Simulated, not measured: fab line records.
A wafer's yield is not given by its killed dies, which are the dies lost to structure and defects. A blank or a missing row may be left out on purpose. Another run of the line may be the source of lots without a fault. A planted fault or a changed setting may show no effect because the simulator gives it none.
A sampling plan put to the test / flow rit_cmos / one fab line, 26 faults that these records tell of, each judged on the records of the lots that it struck; 4 more are left out, because the records don't allow judging them
What counts as the plan is the set of the line's own looks, namely the steps on the route at which a gauge or an inspection reads a wafer and does not change it. Where struck wafers have a number at a look and the file lists that look's usual mean and standard deviation on fault-free wafers, the look can be judged. Caught: the struck wafers' mean, at a look after the fault's first step, is 4 or more of those standard deviations (sigma) away from the usual mean. On the tool: the same test on the tool's own readings at the fault's steps. Also counted as caught: the struck wafers showing another recipe, or a record that is empty for them alone.

== THE FAULTS, as the simulator had put them in ==
1. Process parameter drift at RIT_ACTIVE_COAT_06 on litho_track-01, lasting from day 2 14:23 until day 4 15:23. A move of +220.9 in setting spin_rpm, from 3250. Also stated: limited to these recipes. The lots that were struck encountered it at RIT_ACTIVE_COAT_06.
2. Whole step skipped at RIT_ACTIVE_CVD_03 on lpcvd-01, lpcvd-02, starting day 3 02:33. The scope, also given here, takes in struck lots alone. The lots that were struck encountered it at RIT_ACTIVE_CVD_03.
3. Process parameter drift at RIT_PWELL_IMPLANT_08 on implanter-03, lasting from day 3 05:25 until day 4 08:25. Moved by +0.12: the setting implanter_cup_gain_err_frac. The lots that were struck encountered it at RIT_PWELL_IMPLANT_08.
4. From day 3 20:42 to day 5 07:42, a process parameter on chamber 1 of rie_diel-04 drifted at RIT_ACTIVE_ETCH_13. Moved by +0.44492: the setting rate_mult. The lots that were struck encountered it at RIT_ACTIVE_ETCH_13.
5. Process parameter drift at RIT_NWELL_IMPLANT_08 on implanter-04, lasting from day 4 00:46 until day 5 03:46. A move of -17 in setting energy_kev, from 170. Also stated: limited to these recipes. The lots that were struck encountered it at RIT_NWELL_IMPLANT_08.
6. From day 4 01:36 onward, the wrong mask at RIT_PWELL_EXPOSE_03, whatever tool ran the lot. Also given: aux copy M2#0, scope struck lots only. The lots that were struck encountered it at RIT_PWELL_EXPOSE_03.
7. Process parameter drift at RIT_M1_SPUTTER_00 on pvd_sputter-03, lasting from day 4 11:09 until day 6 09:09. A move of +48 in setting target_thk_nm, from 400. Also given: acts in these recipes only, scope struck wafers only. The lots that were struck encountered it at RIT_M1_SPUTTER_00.
8. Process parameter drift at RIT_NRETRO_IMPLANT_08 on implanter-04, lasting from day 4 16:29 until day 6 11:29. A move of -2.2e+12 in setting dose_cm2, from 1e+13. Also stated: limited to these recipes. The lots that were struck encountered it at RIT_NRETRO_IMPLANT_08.
9. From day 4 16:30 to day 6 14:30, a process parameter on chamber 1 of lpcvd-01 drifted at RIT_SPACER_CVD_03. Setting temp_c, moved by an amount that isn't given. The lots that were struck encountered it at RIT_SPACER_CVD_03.
10. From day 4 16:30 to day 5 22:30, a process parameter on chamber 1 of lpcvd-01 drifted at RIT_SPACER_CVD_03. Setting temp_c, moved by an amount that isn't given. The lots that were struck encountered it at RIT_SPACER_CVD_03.
11. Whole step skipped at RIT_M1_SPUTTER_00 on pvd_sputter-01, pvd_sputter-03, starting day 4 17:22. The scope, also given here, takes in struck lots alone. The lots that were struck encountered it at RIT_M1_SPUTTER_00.
12. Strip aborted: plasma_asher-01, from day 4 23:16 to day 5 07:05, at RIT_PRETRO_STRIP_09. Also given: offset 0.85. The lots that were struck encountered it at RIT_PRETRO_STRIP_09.
13. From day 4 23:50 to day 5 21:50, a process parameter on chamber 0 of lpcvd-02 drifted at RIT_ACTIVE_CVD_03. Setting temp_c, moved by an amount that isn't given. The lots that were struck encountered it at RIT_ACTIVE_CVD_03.
14. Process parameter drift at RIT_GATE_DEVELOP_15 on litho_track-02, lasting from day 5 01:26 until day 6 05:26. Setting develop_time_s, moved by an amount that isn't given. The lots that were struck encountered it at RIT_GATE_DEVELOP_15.
15. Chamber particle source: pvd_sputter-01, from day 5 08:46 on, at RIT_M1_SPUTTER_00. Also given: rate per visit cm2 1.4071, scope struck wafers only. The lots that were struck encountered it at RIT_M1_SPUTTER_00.
16. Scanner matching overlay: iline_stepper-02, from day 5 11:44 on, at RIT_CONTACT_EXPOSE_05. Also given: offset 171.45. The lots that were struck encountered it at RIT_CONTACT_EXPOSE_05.
17. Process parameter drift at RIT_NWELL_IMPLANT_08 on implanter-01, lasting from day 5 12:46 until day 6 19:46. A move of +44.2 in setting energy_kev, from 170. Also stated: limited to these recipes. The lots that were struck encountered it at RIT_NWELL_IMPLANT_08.
18. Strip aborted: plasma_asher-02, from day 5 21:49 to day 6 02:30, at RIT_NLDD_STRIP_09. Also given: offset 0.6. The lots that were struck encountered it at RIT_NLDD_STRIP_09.
19. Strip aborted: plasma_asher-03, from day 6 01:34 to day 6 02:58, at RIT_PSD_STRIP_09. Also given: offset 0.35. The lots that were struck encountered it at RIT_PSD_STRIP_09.
20. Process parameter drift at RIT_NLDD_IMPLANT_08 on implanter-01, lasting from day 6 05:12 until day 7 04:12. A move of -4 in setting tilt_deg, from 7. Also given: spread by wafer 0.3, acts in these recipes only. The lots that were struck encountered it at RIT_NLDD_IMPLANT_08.
21. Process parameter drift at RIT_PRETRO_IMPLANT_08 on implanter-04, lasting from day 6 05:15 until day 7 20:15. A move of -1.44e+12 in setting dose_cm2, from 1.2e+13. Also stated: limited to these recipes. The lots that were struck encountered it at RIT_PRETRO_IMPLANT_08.
22. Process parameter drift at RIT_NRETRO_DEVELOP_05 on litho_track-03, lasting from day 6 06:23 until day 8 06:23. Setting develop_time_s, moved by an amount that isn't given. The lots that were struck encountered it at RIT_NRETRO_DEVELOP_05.
23. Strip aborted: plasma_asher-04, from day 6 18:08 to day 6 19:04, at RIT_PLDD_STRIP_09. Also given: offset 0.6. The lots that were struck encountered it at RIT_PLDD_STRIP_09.
24. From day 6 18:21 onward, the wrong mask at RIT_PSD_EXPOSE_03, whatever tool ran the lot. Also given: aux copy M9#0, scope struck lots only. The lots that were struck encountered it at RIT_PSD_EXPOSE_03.
25. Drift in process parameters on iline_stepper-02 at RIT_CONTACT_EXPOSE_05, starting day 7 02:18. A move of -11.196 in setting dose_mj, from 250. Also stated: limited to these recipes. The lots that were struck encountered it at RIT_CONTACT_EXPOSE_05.
26. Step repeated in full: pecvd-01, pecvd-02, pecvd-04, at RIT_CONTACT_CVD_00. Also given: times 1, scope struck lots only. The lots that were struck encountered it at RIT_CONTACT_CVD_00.

== WHAT THE PLAN SAW ==
fault=1; on the tool itself=spin_speed_rpm +99 or beyond sigma; first look that catches it=none of the 2 looks that can be judged after it; reading, sigma=-; median hours from its first step to that look=-; hours from the fault's start to the first struck lot there=-; judged looks passed uncaught=2
fault=2; on the tool itself=the tool's record is blank for the struck wafers; first look that catches it=no look after it can be judged; reading, sigma=-; median hours from its first step to that look=-; hours from the fault's start to the first struck lot there=-; judged looks passed uncaught=0
fault=3; on the tool itself=faraday_current_uA +5.6 sigma; first look that catches it=RIT_WELLDRIVE_RS_MEAS_02; reading, sigma=PWELL_RS +23; median hours from its first step to that look=7.1; hours from the fault's start to the first struck lot there=9; judged looks passed uncaught=1
fault=4; on the tool itself=under 2 sigma; first look that catches it=no look after it can be judged; reading, sigma=-; median hours from its first step to that look=-; hours from the fault's start to the first struck lot there=-; judged looks passed uncaught=0
fault=5; on the tool itself=beam_energy_keV -99 or beyond sigma; first look that catches it=not the one look that can be judged after it; reading, sigma=strongest: NWELL_TW at RIT_NWELL_TW_MEAS_10, -3.9; median hours from its first step to that look=-; hours from the fault's start to the first struck lot there=-; judged looks passed uncaught=1
fault=6; on the tool itself=under 2 sigma; first look that catches it=RIT_PWELL_TW_MEAS_10; reading, sigma=PWELL_TW -99 or beyond; median hours from its first step to that look=1.0; hours from the fault's start to the first struck lot there=5; judged looks passed uncaught=0
fault=7; on the tool itself=only faintly: throttle_valve_pct +2.1 sigma; first look that catches it=RIT_M1_RS_MEAS_01; reading, sigma=M1_AL_RS -10; median hours from its first step to that look=0.3; hours from the fault's start to the first struck lot there=5; judged looks passed uncaught=0
fault=8; on the tool itself=dose_ions_cm2 -99 or beyond sigma; first look that catches it=RIT_NRETRO_TW_MEAS_10; reading, sigma=NRETRO_TW -14; median hours from its first step to that look=0.3; hours from the fault's start to the first struck lot there=3; judged looks passed uncaught=0
fault=9; on the tool itself=spike_tc_centre_C +12 sigma; first look that catches it=RIT_SPACER_THK_MEAS_04; reading, sigma=SPACER_NITRIDE_THK +51; median hours from its first step to that look=1.9; hours from the fault's start to the first struck lot there=5; judged looks passed uncaught=0
fault=10; on the tool itself=susceptor_temp_C +99 or beyond sigma; first look that catches it=RIT_SPACER_THK_MEAS_04; reading, sigma=SPACER_NITRIDE_THK +81; median hours from its first step to that look=1.9; hours from the fault's start to the first struck lot there=5; judged looks passed uncaught=0
fault=11; on the tool itself=the tool's record is blank for the struck wafers; first look that catches it=no look after it can be judged; reading, sigma=-; median hours from its first step to that look=-; hours from the fault's start to the first struck lot there=-; judged looks passed uncaught=0
fault=12; on the tool itself=run_length_s -99 or beyond sigma; first look that catches it=no look after it can be judged; reading, sigma=-; median hours from its first step to that look=-; hours from the fault's start to the first struck lot there=-; judged looks passed uncaught=0
fault=13; on the tool itself=susceptor_temp_C +46 sigma; first look that catches it=RIT_ACTIVE_THK_MEAS_04; reading, sigma=ACTIVE_NITRIDE_THK +32; median hours from its first step to that look=1.4; hours from the fault's start to the first struck lot there=4; judged looks passed uncaught=0
fault=14; on the tool itself=no reading that can be judged; first look that catches it=no look after it can be judged; reading, sigma=-; median hours from its first step to that look=-; hours from the fault's start to the first struck lot there=-; judged looks passed uncaught=0
fault=15; on the tool itself=under 2 sigma; first look that catches it=not the one look that can be judged after it; reading, sigma=-; median hours from its first step to that look=-; hours from the fault's start to the first struck lot there=-; judged looks passed uncaught=1
fault=16; on the tool itself=no reading that can be judged; first look that catches it=RIT_CONTACT_OVL_MEAS_09; reading, sigma=CONTACT_OVL +99 or beyond; median hours from its first step to that look=0.6; hours from the fault's start to the first struck lot there=1; judged looks passed uncaught=0
fault=17; on the tool itself=beam_energy_keV +99 or beyond sigma; first look that catches it=RIT_NWELL_TW_MEAS_10; reading, sigma=NWELL_TW +6.2; median hours from its first step to that look=0.3; hours from the fault's start to the first struck lot there=6; judged looks passed uncaught=0
fault=18; on the tool itself=run_length_s -99 or beyond sigma; first look that catches it=RIT_PLDD_TW_MEAS_10; reading, sigma=PLDD_TW -99 or beyond; median hours from its first step to that look=1.7; hours from the fault's start to the first struck lot there=6; judged looks passed uncaught=0
fault=19; on the tool itself=run_length_s -99 or beyond sigma; first look that catches it=no look after it can be judged; reading, sigma=-; median hours from its first step to that look=-; hours from the fault's start to the first struck lot there=-; judged looks passed uncaught=0
fault=20; on the tool itself=under 2 sigma; first look that catches it=no look after it can be judged; reading, sigma=-; median hours from its first step to that look=-; hours from the fault's start to the first struck lot there=-; judged looks passed uncaught=0
fault=21; on the tool itself=dose_ions_cm2 -99 or beyond sigma; first look that catches it=RIT_PRETRO_TW_MEAS_10; reading, sigma=PRETRO_TW -9.0; median hours from its first step to that look=0.3; hours from the fault's start to the first struck lot there=11; judged looks passed uncaught=0
fault=22; on the tool itself=under 2 sigma; first look that catches it=RIT_NRETRO_TW_MEAS_10; reading, sigma=NRETRO_TW -99 or beyond; median hours from its first step to that look=1.4; hours from the fault's start to the first struck lot there=8; judged looks passed uncaught=0
fault=23; on the tool itself=run_length_s -99 or beyond sigma; first look that catches it=no look after it can be judged; reading, sigma=-; median hours from its first step to that look=-; hours from the fault's start to the first struck lot there=-; judged looks passed uncaught=0
fault=24; on the tool itself=under 2 sigma; first look that catches it=RIT_PSD_TW_MEAS_10; reading, sigma=PSD_TW -99 or beyond; median hours from its first step to that look=1.2; hours from the fault's start to the first struck lot there=5; judged looks passed uncaught=0
fault=25; on the tool itself=exposure_dose_mJ_cm2 -35 sigma; first look that catches it=RIT_CONTACT_CD_MEAS_08; reading, sigma=cd_nm -4.2; median hours from its first step to that look=0.5; hours from the fault's start to the first struck lot there=1; judged looks passed uncaught=0
fault=26; on the tool itself=under 2 sigma; first look that catches it=RIT_CONTACT_THK_MEAS_01; reading, sigma=CONTACT_TEOS_THK +88; median hours from its first step to that look=0.3; hours from the fault's start to the first struck lot there=-; judged looks passed uncaught=0
A dash: this means the fault isn't caught or the number doesn't appear in these records.

Caught at a look: 15 of 26. Caught on the tool: 16 of 26. By one or the other: 22 of 26.
Faults caught by the tool alone: 1, 2, 5, 11, 12, 19, 23.
Caught at a look alone: faults 6, 7, 16, 22, 24, 26.
Caught by neither: faults 4, 14, 15, 20.

== THINNER SAMPLING ==
If the look that catches a fault measured only every second or every third lot, by lot number, the first struck lot would be measured this late in the worst case:
fault=3; struck lots at that look, in order of time=L842, L845; every lot=9 h; every second lot=25 h; every third lot=may miss all 2
fault=6; struck lots at that look, in order of time=L583; every lot=5 h; every second lot=may miss it; every third lot=may miss it
fault=7; struck lots at that look, in order of time=L545, L547; every lot=5 h; every second lot=may miss all 2; every third lot=may miss all 2
fault=8; struck lots at that look, in order of time=L738, L740; every lot=3 h; every second lot=may miss all 2; every third lot=may miss all 2
fault=9; struck lots at that look, in order of time=L465; every lot=5 h; every second lot=may miss it; every third lot=may miss it
fault=10; struck lots at that look, in order of time=L742, L746; every lot=5 h; every second lot=may miss all 2; every third lot=may miss all 2
fault=13; struck lots at that look, in order of time=L377; every lot=4 h; every second lot=may miss it; every third lot=may miss it
fault=16; struck lots at that look, in order of time=L761, L762, L763, L765; every lot=1 h; every second lot=9 h; every third lot=16 h
fault=17; struck lots at that look, in order of time=L873, L874; every lot=6 h; every second lot=11 h; every third lot=may miss all 2
fault=18; struck lots at that look, in order of time=L758; every lot=6 h; every second lot=may miss it; every third lot=may miss it
fault=21; struck lots at that look, in order of time=L642, L643; every lot=11 h; every second lot=14 h; every third lot=may miss all 2
fault=22; struck lots at that look, in order of time=L534, L535; every lot=8 h; every second lot=11 h; every third lot=may miss all 2
fault=24; struck lots at that look, in order of time=L677; every lot=5 h; every second lot=may miss it; every third lot=may miss it
fault=25; struck lots at that look, in order of time=L620, L621; every lot=1 h; every second lot=7 h; every third lot=may miss all 2
Hours are from the fault's start to the first struck lot that is measured. The limit of 4 sigma was tested on all struck wafers together, so one lot alone may lie under it. Other struck lots may not be in these records.

== THE LONGEST TIMED WAY FROM STEP TO LOOK ==
Fault 3: a median of 7.1 hours passes between RIT_PWELL_IMPLANT_08 and RIT_WELLDRIVE_RS_MEAS_02. The look between them that can be judged stayed within 4 sigma: RIT_PWELL_TW_MEAS_10.
